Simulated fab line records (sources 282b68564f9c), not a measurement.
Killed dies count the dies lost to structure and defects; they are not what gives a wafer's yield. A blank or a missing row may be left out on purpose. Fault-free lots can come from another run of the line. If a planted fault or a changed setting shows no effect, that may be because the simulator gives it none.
8D (eight disciplines) problem report, filled in by code | flow rit-cmos | the parts of the form that need people (team, actions taken, sign-off) are left out

== 1. THE PROBLEM ==
Across 6 wafers from 2 lots, NWELL_TW at RIT_NWELL_TW_MEAS_10 averages 2265, while fault-free wafers read 2144 with a standard deviation of 16. That is +7.6 standard deviations from the usual mean.
Seen first at day 5 00:24 on film-metro-03, wafer L287.1. Wafers with a number at this step in the record: 42, from 14 lots. The rule behind "out" and "out of limits": a value lying over 4 standard deviations away from the usual mean. The other wafers with a number count as sound.

== 2. WHAT IT IS, AND WHAT IT ISN'T ==
question                    | is                           | is not
which readings at this step | NWELL_TW                     | -
which lots                  | L287, L290                   | L272, L273, L274, L276, L277, L278, L279, L280, L282, L283, L284, L289
which wafers of those lots  | all that have a number       | -
read on which gauges        | film-metro-02, film-metro-03 | film-metro-01
when                        | from day 5 00:24             | up to then (33 sound wafers); but 3 sound wafers of L289 came after

== 3. THE SUSPECTS, EACH WITH WHAT RULES IT OUT ==
Counting: any tool at a process step up to the reading is kept as a suspect provided that every lot that is out went through it and no sound lot did after the first of them.
- the gauge at RIT_NWELL_TW_MEAS_10: ruled out. Those wafers that are out were read across 2 gauges (film-metro-02, film-metro-03).
- implanter-01 at RIT_NWELL_IMPLANT_08: kept. All lots that are out passed through it, beginning with L287 at day 5 00:04, and no sound lot followed; its final sound lot before that point was L284 at day 4 10:35. Its own readings are out on those wafers: beam-energy-keV.
Remaining after the count: implanter-01 at RIT_NWELL_IMPLANT_08.

== 4. THE CAUSE (what the simulator had put in) ==
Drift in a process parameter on implanter-01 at RIT_NWELL_IMPLANT_08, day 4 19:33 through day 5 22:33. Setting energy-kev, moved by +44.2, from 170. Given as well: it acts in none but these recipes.
Counting left only this tool.

== 5. THE CHAIN OF EFFECTS, in route order ==
One row per reading whose mean, taken over the struck wafers that have a number, lies over 3 standard deviations from the usual. Readings are gone through only where the record gives a usual standard deviation; hours: the median, over the lots, of the time from a lot's start at the first step in this table giving one to that lot's start at this step; sigmas: the change measured in usual standard deviations.
hours | step                     | reading         | usual        | on struck wafers | change | sigmas
0     | RIT_NWELL_IMPLANT_08     | beam-energy-keV | 170.00       | 214.20           | +44.20 | +99 or more
0     | RIT_NWELL_TW_MEAS_10     | NWELL_TW        | 2144         | 2265             | +121   | +7.6
7     | RIT_WELLDRIVE_RS_MEAS_01 | NWELL_RS        | 278.7 ohm/sq | 275.0            | -3.7   | -4.5
The process steps in it:
- RIT_NWELL_IMPLANT_08

== 6. WHAT WOULD HAVE CAUGHT IT SOONER ==
Counted from the fault's start at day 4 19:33, it took 5 hours until the first out-of-limits reading at a measuring or inspecting step in this record, taken at day 5 00:24.
At RIT_NWELL_IMPLANT_08, the tool's own readings (beam-energy-keV) were out on each struck wafer the step has a row for, so an alarm limit on them would have fired on the first such wafer.
Lots out: 2; of these, L290 started RIT_NWELL_IMPLANT_08 on implanter-01 after day 5 00:24. Putting the tool on hold at that point would have spared it.
